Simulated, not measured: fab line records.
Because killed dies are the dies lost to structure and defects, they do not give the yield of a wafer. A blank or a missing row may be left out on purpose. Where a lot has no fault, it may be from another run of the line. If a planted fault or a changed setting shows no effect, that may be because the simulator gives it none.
fab line records	flow rit-cmos
[record] lots = 15	wafers = 45	last-day = 7
route steps=202 shown M1@184
lots that met no fault: from a run of the same line without faults
start-h: start of the lot's first displayed wafer, in hours after the record's first day	wait-h: hours since the lot's step before	" same as the row above	L1.1+2: a row that stands for several wafers	- no value, or no start was given	* or withheld: withheld	< > ~ a bound
route shown NAME@n: a module of which the file shows steps, and the number in the route of the first	usual: average and standard deviation across the fault-free wafers	same: alike in all rows	chamber/n: place in a boat	sites: readings site by site	_std_site: their standard deviation	_edge_site: the outer-site mean with the inner-site mean subtracted	radius-mm: for every site, how far away it sits from the centre of the wafer	mask NAME#n: copy n	behind: the most recent tool/chamber to have shaped the wafer	hold: the reason the lot was held/the length of the hold in hours/how it ended	device: transistor that didn't switch, given as n, p or np	end of line: tests of these same wafers at the route's end	a step with no rows: only its recipe	killed: dies that structure and defects cost at the first sort, which is not the same as the wafer's yield	map: the dies of a wafer, with x for killed, . for not killed, _ for no die there
set.NAME: the setting as run; set.NAME@STEP: as run at that earlier step	model.NAME: the simulator's own value behind a step, which no gauge read
a sample of lots followed through the steps of the route, with each step as a table and each wafer as a row
services: a tool's chamber out of use, with start hour (start-h, from the record's first day; less than 0 if before it), hours out, and reason
[[steps]]
[step RIT_M1_SPUTTER_00]
[recipe] material = Al	target-thk-nm = 400	power-w = 2000	chamber-pressure-pa = 0.4	gas = Ar	time-s = 500	substrate-temp-c = 25
[usual] throttle-valve-pct = 30.5/1
lot.wafer	tool	chamber	start-h	wait-h	throttle-valve-pct
L450.1	pvd-sputter-04	-	54.06	0.0	29.2
L450.2	"	-	"	"	30.9
L450.5	"	-	"	"	29.1
L453.1	pvd-sputter-01	-	68.41	0.0	31.3
L453.4	"	-	"	"	31.9
L453.5	"	-	"	"	31.1
L454.1	pvd-sputter-04	-	74.54	0.0	30.6
L454.2	"	-	"	"	29.2
L454.6	"	-	"	"	30.8
L455.2	pvd-sputter-01	-	81.67	0.0	29.2
L455.4	"	-	"	"	31.9
L455.5	"	-	"	"	29.4
L458.2	pvd-sputter-01	-	96.14	0.0	31.8
L458.4	"	-	"	"	31.1
L458.5	"	-	"	"	31.9
L459.2	pvd-sputter-03	-	99.19	0.0	29.1
L459.4	"	-	"	"	30.3
L459.5	"	-	"	"	29.4
L460.1	pvd-sputter-01	-	102.89	0.0	31.7
L460.4	"	-	"	"	31.3
L460.6	"	-	"	"	31.9
L461.2	pvd-sputter-03	-	109.07	0.0	30.7
L461.4	"	-	"	"	29.2
L461.6	"	-	"	"	29.1
L462.1	pvd-sputter-01	-	112.97	0.0	31.7
L462.4	"	-	"	"	32.3
L462.5	"	-	"	"	32.0
L463.4	pvd-sputter-04	-	123.11	0.0	28.8
L463.5	"	-	"	"	30.7
L463.6	"	-	"	"	29.3
L464.2	pvd-sputter-01	-	124.89	0.0	29.1
L464.3	"	-	"	"	32.0
L464.6	"	-	"	"	32.1
L466.1	pvd-sputter-01	-	133.79	0.0	29.0
L466.2	"	-	"	"	31.9
L466.3	"	-	"	"	31.9
L469.4	pvd-sputter-03	-	147.40	0.0	30.3
L469.5	"	-	"	"	30.9
L469.6	"	-	"	"	30.1
L471.1	pvd-sputter-03	-	157.34	0.0	30.3
L471.2	"	-	"	"	29.1
L471.5	"	-	"	"	30.5
L473.3	pvd-sputter-03	-	168.86	0.0	30.2
L473.4	"	-	"	"	29.3
L473.5	"	-	"	"	30.5
[step RIT_M1_RS_MEAS_01]
[recipe] thk-meas-gauge = four-point-probe	reads = Al_of_M1_SPUTTER_00
[usual] M1_AL_RS = 0.0734/0.00078
lot.wafer	tool	chamber	start-h	wait-h	M1_AL_RS[ohm/sq]
L450.1	film-metro-04	-	54.35	0.1	0.0730
L450.2	"	-	"	"	0.0729
L450.5	"	-	"	"	0.0731
L453.1	film-metro-02	-	68.70	0.1	0.0735
L453.4	"	-	"	"	0.0730
L453.5	"	-	"	"	0.0741
L454.1	film-metro-04	-	74.83	0.1	0.0727
L454.2	"	-	"	"	0.0734
L454.6	"	-	"	"	0.0721
L455.2	film-metro-01	-	81.99	0.2	0.0744
L455.4	"	-	"	"	0.0745
L455.5	"	-	"	"	0.0739
L458.2	film-metro-04	-	96.45	0.2	0.0735
L458.4	"	-	"	"	0.0745
L458.5	"	-	"	"	0.0737
L459.2	film-metro-04	-	99.51	0.2	0.0723
L459.4	"	-	"	"	0.0732
L459.5	"	-	"	"	0.0732
L460.1	film-metro-01	-	103.18	0.1	0.0730
L460.4	"	-	"	"	0.0727
L460.6	"	-	"	"	0.0729
L461.2	film-metro-01	-	109.38	0.2	0.0745
L461.4	"	-	"	"	0.0735
L461.6	"	-	"	"	0.0741
L462.1	film-metro-04	-	113.26	0.1	0.0747
L462.4	"	-	"	"	0.1148
L462.5	"	-	"	"	0.1142
L463.4	film-metro-04	-	123.46	0.2	0.0729
L463.5	"	-	"	"	0.0730
L463.6	"	-	"	"	0.0732
L464.2	film-metro-04	-	125.20	0.2	0.0739
L464.3	"	-	"	"	0.1159
L464.6	"	-	"	"	0.1142
L466.1	film-metro-02	-	134.08	0.1	0.0737
L466.2	"	-	"	"	0.0729
L466.3	"	-	"	"	0.1124
L469.4	film-metro-01	-	147.75	0.2	0.0742
L469.5	"	-	"	"	0.0744
L469.6	"	-	"	"	0.0745
L471.1	film-metro-02	-	157.64	0.1	0.0737
L471.2	"	-	"	"	0.0731
L471.5	"	-	"	"	0.0738
L473.3	film-metro-02	-	169.19	0.2	0.0726
L473.4	"	-	"	"	0.0718
L473.5	"	-	"	"	0.0729
[step RIT_M1_THK_MEAS_02]
[recipe] thk-meas-gauge = xrf	reads = Al_of_M1_SPUTTER_00
[usual] M1_AL_THK = 399/4.5
lot.wafer	tool	chamber	start-h	wait-h	M1_AL_THK[nm]
L450.1	film-metro-04	-	54.47	0.1	403
L450.2	"	-	"	"	400
L450.5	"	-	"	"	400
L453.1	film-metro-02	-	68.82	0.1	400
L453.4	"	-	"	"	402
L453.5	"	-	"	"	397
L454.1	film-metro-04	-	74.95	0.1	403
L454.2	"	-	"	"	401
L454.6	"	-	"	"	409
L455.2	film-metro-01	-	82.10	0.1	394
L455.4	"	-	"	"	393
L455.5	"	-	"	"	398
L458.2	film-metro-04	-	96.56	0.1	397
L458.4	"	-	"	"	395
L458.5	"	-	"	"	398
L459.2	film-metro-04	-	99.62	0.1	405
L459.4	"	-	"	"	401
L459.5	"	-	"	"	403
L460.1	film-metro-01	-	103.30	0.1	404
L460.4	"	-	"	"	403
L460.6	"	-	"	"	402
L461.2	film-metro-01	-	109.49	0.1	394
L461.4	"	-	"	"	398
L461.6	"	-	"	"	397
L462.1	film-metro-04	-	113.38	0.1	393
L462.4	"	-	"	"	258
L462.5	"	-	"	"	259
L463.4	film-metro-04	-	123.55	0.1	403
L463.5	"	-	"	"	401
L463.6	"	-	"	"	401
L464.2	film-metro-04	-	125.31	0.1	397
L464.3	"	-	"	"	257
L464.6	"	-	"	"	260
L466.1	film-metro-02	-	134.20	0.1	398
L466.2	"	-	"	"	402
L466.3	"	-	"	"	265
L469.4	film-metro-01	-	147.84	0.1	396
L469.5	"	-	"	"	394
L469.6	"	-	"	"	393
L471.1	film-metro-02	-	157.76	0.1	397
L471.2	"	-	"	"	401
L471.5	"	-	"	"	396
L473.3	film-metro-02	-	169.29	0.1	405
L473.4	"	-	"	"	410
L473.5	"	-	"	"	401
[step RIT_M1_METAL_ETCH_12]
[recipe] stop-on = SiO2	chemistry = Cl2/BCl3	target = Al	time-s = 165	over-etch-frac = 0.5	pressure-mtorr = 100	target-depth-a = 6000	rf-w = 250	Cl2_flow_sccm = 60	bcl3-flow-sccm = 50
[usual] drypump-motor-current-A = 5.6/0.61	oes-product-au = 0.769/0.01	throttle-valve-pct = 8.32/0.067
[same] over-etch-frac = 0.5
lot.wafer	tool	chamber	start-h	wait-h	drypump-motor-current-A	oes-product-au	rf-hours-counter-h	throttle-valve-pct
L450.1	rie-metal-04	0	55.95	0.2	5.3	0.781	6.5	8.45
L450.2	"	1	"	"	5.1	0.757	2.2	8.31
L450.5	"	0	"	"	5.3	0.783	-	8.44
L453.1	rie-metal-04	0	70.32	0.2	5.3	0.780	6.6	8.44
L453.4	"	1	"	"	5.0	0.761	-	8.32
L453.5	"	0	"	"	5.3	0.772	-	8.46
L454.1	rie-metal-02	0	76.30	0.2	5.1	0.766	2.5	8.28
L454.2	"	1	"	"	5.4	0.757	2.9	8.25
L454.6	"	1	"	"	5.5	0.761	-	8.24
L455.2	rie-metal-01	1	83.93	0.2	6.7	0.765	0.7	8.28
L455.4	"	1	"	"	6.7	0.770	-	8.28
L455.5	"	1	"	"	6.7	0.765	-	8.26
L458.2	rie-metal-01	0	98.02	0.2	6.3	0.773	0.9	8.32
L458.4	"	0	"	"	6.3	0.771	-	8.34
L458.5	"	1	"	"	6.7	0.778	-	8.26
L459.2	rie-metal-04	0	101.00	0.2	5.3	0.790	7.0	8.43
L459.4	"	1	"	"	5.0	0.764	-	8.33
L459.5	"	1	"	"	5.1	0.749	-	8.32
L460.1	rie-metal-02	0	104.65	0.2	5.1	0.766	2.9	8.28
L460.4	"	0	"	"	5.1	0.769	-	8.28
L460.6	"	1	"	"	5.5	0.759	-	8.25
L461.2	rie-metal-01	1	111.14	0.2	6.7	0.767	1.1	8.28
L461.4	"	1	"	"	6.7	0.773	-	8.26
L461.6	"	1	"	"	6.7	0.769	-	8.27
L462.1	rie-metal-04	0	114.73	0.2	5.3	0.772	7.2	8.44
L462.4	"	0	"	"	5.3	0.630	-	8.47
L462.5	"	1	"	"	5.1	0.611	-	8.36
L463.4	rie-metal-02	0	125.00	0.1	5.1	0.771	-	8.28
L463.5	"	1	"	"	5.5	0.757	-	8.24
L463.6	"	0	"	"	5.1	0.771	-	8.27
L464.2	rie-metal-01	1	126.65	0.2	6.7	0.774	1.3	8.27
L464.3	"	0	"	"	6.3	0.623	-	8.35
L464.6	"	0	"	"	6.3	0.617	-	8.35
L466.1	rie-metal-02	1	135.72	0.2	5.5	0.762	3.6	8.25
L466.2	"	0	"	"	5.1	0.769	3.2	8.25
L466.3	"	0	"	"	5.1	0.623	-	8.31
L469.4	rie-metal-02	1	149.21	0.1	5.5	0.759	-	8.25
L469.5	"	0	"	"	5.1	0.765	-	8.29
L469.6	"	1	"	"	5.5	0.746	-	8.24
L471.1	rie-metal-01	1	159.11	0.2	6.7	0.772	1.6	8.27
L471.2	"	0	"	"	6.3	0.781	1.6	8.32
L471.5	"	1	"	"	6.7	0.772	-	8.29
L473.3	rie-metal-04	1	170.81	0.2	5.1	0.763	-	8.33
L473.4	"	0	"	"	5.3	0.785	-	8.45
L473.5	"	1	"	"	5.1	0.759	-	8.33
[step RIT_M1_PROBE_99]
[usual] defect-limited-yield = 97.4/1.2	killed-at-contacts = 0.1/0.27	killed-at-front-end = 7/3.1	killed-dies = 7/3.1	killed-open = 3.6/2.3	killed-short = 3.2/2	sort_bin_3_pad_short = 0.1/0.22	sort_bin_5_function = 1.5/0.87	sort_bin_6_memory = 0.9/0.64	sort-n-pass = 257/3.1	sort-yield-pct = 97.4/1.2
[same] gross-dies = 264	killed_at_M0_to_M3 = 0	killed_at_M4_up = 0	killed-at-back-side = 0	killed-at-other = 0
lot.wafer	tool	chamber	start-h	wait-h	defect-limited-yield[%]	killed-at-contacts	killed-at-front-end	killed-dies	killed-open	killed-short	sort_bin_3_pad_short[%]	sort_bin_5_function[%]	sort_bin_6_memory[%]	sort-n-pass	sort-yield-pct[%]
L464.2	prober-01	-	129.90	0.1	97.7	0	6	6	0	6	0	1.9	0.4	258	97.7
L464.3	prober-01	-	129.95	0.2	97.0	0	8	8	3	5	0.4	2.7	0	256	97.0
L464.6	prober-01	-	130.10	0.2	97.7	0	6	6	4	2	0	1.5	0.8	258	97.7
L469.4	prober-02	-	151.56	0.2	97.0	0	8	8	5	2	0	1.5	1.5	256	97.0
L469.5	prober-02	-	151.61	0.2	96.2	0	10	10	7	3	0.4	1.9	1.5	254	96.2
L469.6	prober-02	-	151.66	0.2	97.7	0	6	6	2	4	0	1.9	0.4	258	97.7
// killed by level:class
L464.2 GATE:geometric-particle:short=2 SILICIDE:geometric-particle:short=2 REOX:geometric-particle:short=1 SPACER:geometric-particle:short=1
L464.3 FOX1:geometric-particle:short=2 SILICIDE:geometric-particle:short=2 FOX2:geometric-particle:open=1 GATE:geometric-particle:open=1 REOX:geometric-particle:short=1 SPACER:geometric-particle:open=1
L464.6 GATE:geometric-particle:open=2 FOX1:geometric-particle:open=1 GATE:geometric-particle:short=1 REOX:geometric-particle:open=1 REOX:geometric-particle:short=1
L469.4 FOX1:geometric-particle:short=2 GATE:geometric-particle:open=2 FOX1:geometric-particle:open=1 FOX2:geometric-particle:open=1 SPACER:geometric-particle:open=1 PRETRO:coat-microbubble-printed=1
L469.5 GATE:geometric-particle:open=2 REOX:geometric-particle:open=2 FOX1:geometric-particle:short=1 FOX1:geometric-particle:open=1 FOX2:geometric-particle:short=1 FOX2:geometric-particle:open=1 GATE:geometric-particle:short=1 SPACER:geometric-particle:open=1
L469.6 SILICIDE:geometric-particle:short=2 FOX1:geometric-particle:short=1 FOX2:geometric-particle:open=1 REOX:geometric-particle:open=1 REOX:geometric-particle:short=1
[[services]]
tool	chamber	start-h	hours	kind
rie-metal-02	1	52.50	5.2	repair
pvd-sputter-04	-	54.55	1.0	repair
pvd-sputter-03	-	110.27	1.6	repair
rie-metal-01	-	125.85	0.5	repair
pvd-sputter-01	-	126.03	1.9	repair
rie-metal-01	-	141.85	2.8	pm
[[key]]
[first-sign] step = RIT_M1_RS_MEAS_01	reading = M1_AL_RS	direction = up	sigmas = 53	usual = 0.0734	struck = 0.1143
[effect] step = RIT_M1_THK_MEAS_02	reading = M1_AL_THK	direction = down	sigmas = 31	usual = 399	struck = 260
[effect] step = RIT_M1_METAL_ETCH_12	reading = oes-product-au	direction = down	sigmas = 14	usual = 0.769	struck = 0.621
met-at RIT_M1_SPUTTER_00
struck-lots L462,L464,L466
struck-wafers L462.4,L462.5,L464.3,L464.6,L466.3
onset-between 96.14 112.97
[fault] kind = process-parameter-drift	tool = pvd-sputter-01	chamber = -	onset-h = 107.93	steps = RIT_M1_SPUTTER_00	channel = target-thk-nm	offset = -138.49	shape = step	end-h = 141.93	stated = 400	scope = struck-wafers-only
